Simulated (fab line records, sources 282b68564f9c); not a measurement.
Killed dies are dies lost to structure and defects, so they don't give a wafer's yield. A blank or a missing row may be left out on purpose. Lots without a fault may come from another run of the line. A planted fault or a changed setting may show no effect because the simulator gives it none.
One fault seen from 2 desks | flow rit_cmos | each desk has only its own numbers; what lay behind them comes last

THE METROLOGY DESK
What the gauges read, lot by lot, whatever tool the lot ran on: means of the sampled wafers that have a number. A lot is out of limits, marked OUT, if its mean lies more than 4 standard deviations from the usual mean; the brackets give that distance.
Columns: A = ACTIVE_OXIDE_THK at RIT_ACTIVE_THK_MEAS_02, usual 47.0 nm; B = NRETRO_TW at RIT_NRETRO_TW_MEAS_10, usual 1047; C = cd_nm at RIT_CONTACT_CD_MEAS_08, usual 1000.6 nm
lot  | first seen here | A               | B    | C
L462 | day 1 14:57     | 46.2            | 1050 | 1001.5
L463 | day 1 17:58     | 45.7            | 1038 | 1005.4
L464 | day 1 22:28     | 46.1            | 1053 | 999.7
L465 | day 2 03:29     | 48.8            | 1060 | 997.5
L466 | day 2 08:03     | 47.4            | 1058 | 1001.2
L467 | day 2 13:51     | 46.6            | 1040 | 1001.7
L468 | day 2 18:25     | 46.5            | 1028 | 997.4
L469 | day 2 23:41     | 47.4            | 1034 | 1001.8
L470 | day 3 05:28     | 54.8 (+8.3) OUT | 1058 | 1002.5
L471 | day 3 11:17     | 54.4 (+7.9) OUT | 1040 | 998.1
L472 | day 3 14:32     | 55.1 (+8.6) OUT | 1052 | 1002.0
L477 | day 4 15:37     | 45.3            | 1045 | 997.6
L478 | day 4 20:03     | 46.0            | 1044 | 1002.7
L484 | day 6 02:44     | 46.7            | 1043 | 1001.6
L485 | day 6 07:05     | 48.2            | 1044 | 1002.1
This desk's finding: out of limits on L470, L471, L472; first on L470, day 3 05:28 (ACTIVE_OXIDE_THK at RIT_ACTIVE_THK_MEAS_02). In limits: L462, L463, L464, L465, L466, L467, L468, L469, L477, L478, L484, L485.

THE TOOL OWNER'S DESK: furnace-04
The tool's own readings at RIT_ACTIVE_OXIDATION_01 (target thk 46.8 nm, ox time 3360 s): means of the sampled wafers that have a number, for each lot that ran on this tool. A lot is out of limits, marked OUT, if its mean lies more than 4 standard deviations from the usual mean; the brackets give that distance.
Columns: A = spike_tc_centre_C at RIT_ACTIVE_OXIDATION_01, usual 1001.8 C; B = spike_tc_load_C at RIT_ACTIVE_OXIDATION_01, usual 1029.9 C; C = spike_tc_source_C at RIT_ACTIVE_OXIDATION_01, usual 1022.9 C; D = tube_center_temp_C at RIT_ACTIVE_OXIDATION_01, usual 999.99 C; E = tube_center_temp_C_max at RIT_ACTIVE_OXIDATION_01, usual 1002.5; F = zone_power_source_pct at RIT_ACTIVE_OXIDATION_01, usual 34.1 %
lot  | first seen here | A                | B                | C                | D                         | E                | F
L462 | day 1 13:01     | 1001.7           | 1028.9           | 1023.4           | 1000.05                   | 1002.7           | 34.3
L463 | day 1 16:01     | 1001.8           | 1029.5           | 1023.7           | 1000.09                   | 1002.4           | 34.7
L464 | day 1 20:31     | 1001.9           | 1030.0           | 1024.3           | 999.98                    | 1002.6           | 34.5
L466 | day 2 06:07     | 1002.0           | 1029.9           | 1024.0           | 1000.01                   | 1002.6           | 34.5
L467 | day 2 11:55     | 1001.5           | 1028.8           | 1023.0           | 1000.06                   | 1002.4           | 34.3
L469 | day 2 21:44     | 1001.5           | 1029.7           | 1024.4           | 999.93                    | 1002.7           | 34.4
L470 | day 3 03:32     | 1016.9 (+15) OUT | 1044.4 (+11) OUT | 1037.9 (+11) OUT | 1014.90 (+99 or more) OUT | 1017.6 (+34) OUT | 35.7
L471 | day 3 09:19     | 1017.3 (+16) OUT | 1044.9 (+12) OUT | 1037.9 (+11) OUT | 1015.00 (+99 or more) OUT | 1017.5 (+34) OUT | 35.7
L472 | day 3 12:35     | 1016.3 (+15) OUT | 1044.2 (+11) OUT | 1038.9 (+11) OUT | 1015.03 (+99 or more) OUT | 1017.4 (+34) OUT | 36.0
L484 | day 6 00:49     | 1001.7           | 1029.9           | 1023.4           | 999.98                    | 1002.7           | 34.0
This desk's finding: out of limits on L470, L471, L472; first on L470, day 3 03:32 (spike_tc_centre_C at RIT_ACTIVE_OXIDATION_01). In limits: L462, L463, L464, L466, L467, L469, L484.

PUT TOGETHER
The tool owner's desk could have raised an alarm at day 3 03:32, on L470, L471, L472.
The metrology desk could have raised an alarm at day 3 05:28, on L470, L471, L472.
Of the lots named, all ran RIT_ACTIVE_OXIDATION_01 on furnace-04.

WHAT THE SIMULATOR HAD PUT IN
Process parameter drift: furnace-04, from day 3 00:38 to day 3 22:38, at RIT_ACTIVE_OXIDATION_01. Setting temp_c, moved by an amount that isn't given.
Lots struck among those shown: L470, L471, L472.
Hours from the fault's start to each desk's first reading out of limits: the tool owner's desk, 3; the metrology desk, 5.
